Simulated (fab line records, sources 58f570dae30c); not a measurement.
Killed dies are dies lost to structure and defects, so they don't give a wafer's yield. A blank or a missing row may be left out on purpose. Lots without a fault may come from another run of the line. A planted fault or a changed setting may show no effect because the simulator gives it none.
Which tool did it? | flow berkeley_cmos170 | 14 lots, 42 wafers sampled, at 5 steps of a route of 331

WHAT THE GAUGES READ, wafer by wafer
UCB170_M2_OVL_MEAS_16. Usual: M2_OVL 3 nm, standard deviation 5.1.
lot  | measured     | on         | M2_OVL (nm) | flag
L120 | day 8 00:28  | overlay-01 | 3 -6 12     |
L121 | day 8 08:38  | overlay-01 | 15 15 11    |
L123 | day 8 11:07  | overlay-02 | 4 3 9       |
L124 | day 8 11:29  | overlay-01 | 4 0 3       |
L125 | day 9 07:48  | overlay-01 | 4 15 -1     |
L127 | day 9 17:20  | overlay-01 | -1 -2 1     |
L126 | day 9 17:27  | overlay-02 | 7 4 10      |
L133 | day 10 14:07 | overlay-02 | 10 9 4      |
L135 | day 11 02:53 | overlay-01 | 7 4 1       |
L134 | day 11 15:16 | overlay-01 | 10 7 8      |
L139 | day 12 04:24 | overlay-01 | 0 1 4       |
L141 | day 12 04:41 | overlay-01 | -5 3 -4     |
L140 | day 12 05:00 | overlay-01 | 2 2 0       |
L143 | day 12 22:00 | overlay-02 | 9 13 9      |

UCB170_V2_THK_MEAS_01. Usual: V2_TEOS_THK 1997 nm, standard deviation 24.
lot  | measured     | on            | V2_TEOS_THK (nm) | flag
L120 | day 8 01:07  | film_metro-03 | 1981 1987 2016   |
L121 | day 8 09:17  | film_metro-03 | 2003 1992 1998   |
L123 | day 8 11:46  | film_metro-04 | 1964 1999 2028   |
L124 | day 8 12:08  | film_metro-01 | 1990 1989 2030   |
L125 | day 9 08:26  | film_metro-03 | 1968 2000 2008   |
L127 | day 9 17:59  | film_metro-01 | 1987 1995 2020   |
L126 | day 9 18:07  | film_metro-04 | 2945 2021 2014   | OFF
L133 | day 10 14:46 | film_metro-04 | 1971 2900 1982   | OFF
L135 | day 11 03:32 | film_metro-04 | 1960 1962 1995   |
L134 | day 11 15:56 | film_metro-04 | 1983 2003 2020   |
L139 | day 12 05:02 | film_metro-04 | 1939 2014 1989   |
L141 | day 12 05:20 | film_metro-03 | 2023 2052 2037   |
L140 | day 12 05:38 | film_metro-04 | 1999 1993 2021   |
L143 | day 12 22:38 | film_metro-03 | 1982 1993 2019   |

UCB170_V2_THK_MEAS_04. Usual: V2_POLISHED_THK 999.9 nm, standard deviation 1.
lot  | measured     | on            | V2_POLISHED_THK (nm) | flag
L120 | day 8 01:36  | film_metro-03 | 999.6 999.5 1000.1   |
L121 | day 8 09:46  | film_metro-03 | 1000.5 998.6 1000.0  |
L123 | day 8 12:14  | film_metro-04 | 998.1 1000.4 999.8   |
L124 | day 8 12:37  | film_metro-03 | 1001.5 1001.9 1003.0 |
L125 | day 9 08:55  | film_metro-01 | 1000.1 1000.6 998.7  |
L127 | day 9 18:28  | film_metro-03 | 1000.9 999.4 1000.0  |
L126 | day 9 18:36  | film_metro-01 | 999.5 998.4 1000.7   |
L133 | day 10 15:14 | film_metro-01 | 1000.5 1001.9 998.6  |
L135 | day 11 04:01 | film_metro-03 | 1000.3 999.7 999.7   |
L134 | day 11 16:25 | film_metro-01 | 999.4 999.3 1000.2   |
L139 | day 12 05:31 | film_metro-04 | 1001.3 998.2 999.1   |
L141 | day 12 05:49 | film_metro-03 | 999.1 999.4 999.2    |
L140 | day 12 06:07 | film_metro-03 | 998.0 1000.6 999.1   |
L143 | day 12 23:07 | film_metro-04 | 1002.4 1000.3 1000.4 |

UCB170_M3_RS_MEAS_02: measures by four-point-probe. Usual: M3_AL_RS 0.0323 ohm/sq, standard deviation 0.00027.
lot  | measured     | on            | M3_AL_RS (ohm/sq)       | flag
L120 | day 8 03:44  | film_metro-03 | 0.03249 0.03266 0.03237 |
L121 | day 8 12:56  | film_metro-01 | 0.03216 0.03213 0.03246 |
L123 | day 8 14:26  | film_metro-03 | 0.0316 0.03179 0.03181  |
L124 | day 8 14:44  | film_metro-01 | 0.03178 0.03205 0.0321  |
L125 | day 9 10:43  | film_metro-03 | 0.03255 0.03255 0.03262 |
L127 | day 9 20:47  | film_metro-03 | 0.03243 0.0323 0.03268  |
L126 | day 9 20:58  | film_metro-02 | 0.0325 0.03236 0.03271  |
L133 | day 10 19:07 | film_metro-02 | 0.0325 0.03213 0.03252  |
L135 | day 11 06:04 | film_metro-03 | 0.03289 0.03246 0.03226 |
L134 | day 11 18:33 | film_metro-02 | 0.03269 0.03245 0.03242 |
L139 | day 12 10:30 | film_metro-01 | 0.032 0.03188 0.03229   |
L141 | day 12 10:49 | film_metro-02 | 0.03225 0.03248 0.03226 |
L140 | day 12 10:51 | film_metro-03 | 0.03189 0.0321 0.03212  |
L143 | day 13 02:43 | film_metro-01 | 0.03225 0.03246 0.03224 |

WHICH TOOL RAN EACH LOT (tool, then ch and the chambers of the sampled wafers, then the start)
lot  | UCB170_V2_CVD_00
L120 | pecvd-03 ch 0,1, day 8 00:58
L121 | pecvd-02 ch 0,2, day 8 09:07
L123 | pecvd-01 ch 1,2, day 8 11:37
L124 | pecvd-02 ch 0,1,2, day 8 11:58
L125 | pecvd-02 ch 0,1, day 9 08:17
L127 | pecvd-01 ch 0,2, day 9 17:50
L126 | pecvd-02 ch 0,1,2, day 9 18:00
L133 | pecvd-02 ch 0,1,2, day 10 14:37
L135 | pecvd-03 ch 0,2, day 11 03:23
L134 | pecvd-03 ch 0,2, day 11 15:46
L139 | pecvd-01 ch 0,1,2, day 12 04:53
L141 | pecvd-03 ch 0,1,2, day 12 05:14
L140 | pecvd-01 ch 0,2, day 12 05:29
L143 | pecvd-01 ch 1,2, day 12 22:29
- UCB170_V2_CVD_00: deposits SiO2 from TEOS/O2, target thk 2000 nm, time 250 s.

WHAT THE TOOLS THEMSELVES READ (means of the sampled wafers that have a number; where no wafer has one, the mark that the record gives instead)
UCB170_V2_CVD_00. Usual: heater_power_w 260 W, standard deviation 54.
lot  | tool     | heater_power_w (W) | flag
L120 | pecvd-03 | 313                |
L121 | pecvd-02 | 271                |
L123 | pecvd-01 | 213                |
L124 | pecvd-02 | 254                |
L125 | pecvd-02 | 235                |
L127 | pecvd-01 | 312                |
L126 | pecvd-02 | 221                |
L133 | pecvd-02 | 225                |
L135 | pecvd-03 | 290                |
L134 | pecvd-03 | 240                |
L139 | pecvd-01 | 230                |
L141 | pecvd-03 | 293                |
L140 | pecvd-01 | 294                |
L143 | pecvd-01 | 283                |

THE ANSWER, worked out from the rows above alone
Rule: a lot is off if the mean of its wafers that have a number lies more than 3 standard deviations from the usual mean. A lot without any number at a reading at which 4 lots or more have one is off too. The other lots that the step has rows for count as sound. The gauges are gone through in route order, then the tools' own readings, and for those a lot's mean is taken as printed above. The first step at which some lot is off is used, and at that step the reading that is off furthest; a lot without a number counts as furthest.
Off: L126, L133, at UCB170_V2_THK_MEAS_01 (V2_TEOS_THK).
A tool fits if, at a process step before that reading, it ran every lot that is off, and no sound lot after the first of them. The gauges at UCB170_V2_THK_MEAS_01 are tried like those tools. One fits: pecvd-02 at UCB170_V2_CVD_00. Its last sound lot is L125 (day 9 08:17), its first lot that is off L126 (day 9 18:00): a fault that began between those two fits.

WHAT THE SIMULATOR HAD PUT IN
Process parameter drift: pecvd-02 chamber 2, from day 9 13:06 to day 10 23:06, at UCB170_V2_CVD_00. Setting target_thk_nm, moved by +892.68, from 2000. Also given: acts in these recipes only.
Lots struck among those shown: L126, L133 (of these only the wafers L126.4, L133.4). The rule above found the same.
